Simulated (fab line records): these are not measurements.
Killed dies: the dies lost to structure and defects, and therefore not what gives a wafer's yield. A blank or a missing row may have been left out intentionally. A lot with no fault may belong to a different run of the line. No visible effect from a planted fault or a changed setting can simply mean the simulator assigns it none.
Code-filled problem report in 8D (eight disciplines) form | flow berkeley-cmos170 | the parts of the form that need people (team, actions taken, sign-off) are left out

1. THE ISSUE
run-length-s at UCB170_V1_ETCH_14 reads a mean of 357.6 s on 2 wafers of 2 lots; wafers without a fault read 319.3 s with a standard deviation of 0.35. That is +99 or more standard deviations from the usual mean.
The step: etches SiO2 in CHF3/CF4/Ar, stops on Al, target depth 1250 nm, time 291 s.
The first sign was on wafer L913.1 at day 10 11:34, on rie-diel-04. Wafers with a number at this step in the record: 36, from 12 lots. The rule behind "out" and "out of limits": a value lying over 4 standard deviations away from the usual mean. Any other wafer with a number is counted as sound.

2. WHAT IT IS AND WHAT IT IS NOT
question                    | is                | is not
which readings at this step | run-length-s      | drypump-motor-current-A, throttle-valve-pct
which lots                  | L913, L917        | L905, L906, L907, L912, L919, L920, L921, L924, L926, L927
which wafers of those lots  | L913.1, L917.3    | L913.2, L913.3, L917.1, L917.2
read on which tools         | rie-diel-04       | rie-diel-01, rie-diel-02
when                        | from day 10 11:34 | up to then (11 sound wafers); but 23 sound wafers of L912, L917, L919, L920, L921, L924, L926, L927 came after

3. WHAT RULES OUT EACH SUSPECT
Counting: a tool at a process step up to the reading stays a suspect if it ran every lot that is out. Sound lots after the first of them don't rule it out here, since some wafers of a struck lot are sound.
- rie-diel-04 at UCB170_V1_ETCH_14 (etches SiO2 in CHF3/CF4/Ar, stops on Al, target depth 1250 nm, time 291 s): kept. Every lot that is out went through it, the first being L913 (day 10 11:34); the last sound lot it ran before that was L907 (day 9 09:49). Out on those wafers are its own readings of run-length-s.
- At UCB170_V1_ETCH_14, inside rie-diel-04: chamber 0 took the wafers that are out, while their sound lot-mates went through chambers 1, 2.
Left after counting: rie-diel-04 at UCB170_V1_ETCH_14.

4. THE CAUSE (what the simulator had put in)
rie-diel-04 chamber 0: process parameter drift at UCB170_V1_ETCH_14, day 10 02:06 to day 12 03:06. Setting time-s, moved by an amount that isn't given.
Only this tool survived the counting.

5. SEQUENCE OF EFFECTS, ordered by route
One row per reading whose mean, taken over the struck wafers that have a number, lies over 3 standard deviations from the usual. Only readings for which the record gives a usual standard deviation are gone through. hours: the time from each lot's start at the first step in this table that gives one to its start at this step, as a median over the lots. sigmas: the change in usual standard deviations.
hours | step               | reading                  | usual      | on struck wafers | change | sigmas
0     | UCB170_V1_ETCH_14  | oes-product-au           | 0.873 a.u. | 0.827            | -0.046 | -3.9
0     | UCB170_V1_ETCH_14  | run-length-s             | 319.3 s    | 357.6            | +38.3  | +99 or more
0     | UCB170_V1_STRIP_15 | strip-time-to-endpoint-s | 15.31 s    | 14.34            | -0.97  | -8.8
The process steps in it:
- UCB170_V1_ETCH_14: etches SiO2 in CHF3/CF4/Ar, stops on Al, target depth 1250 nm, time 291 s.
- UCB170_V1_STRIP_15: strips in O2.

6. WHAT WOULD HAVE CAUGHT IT SOONER
In this record no reading fell out of limits until day 10 11:34, 9 hours after the fault had begun at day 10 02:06.
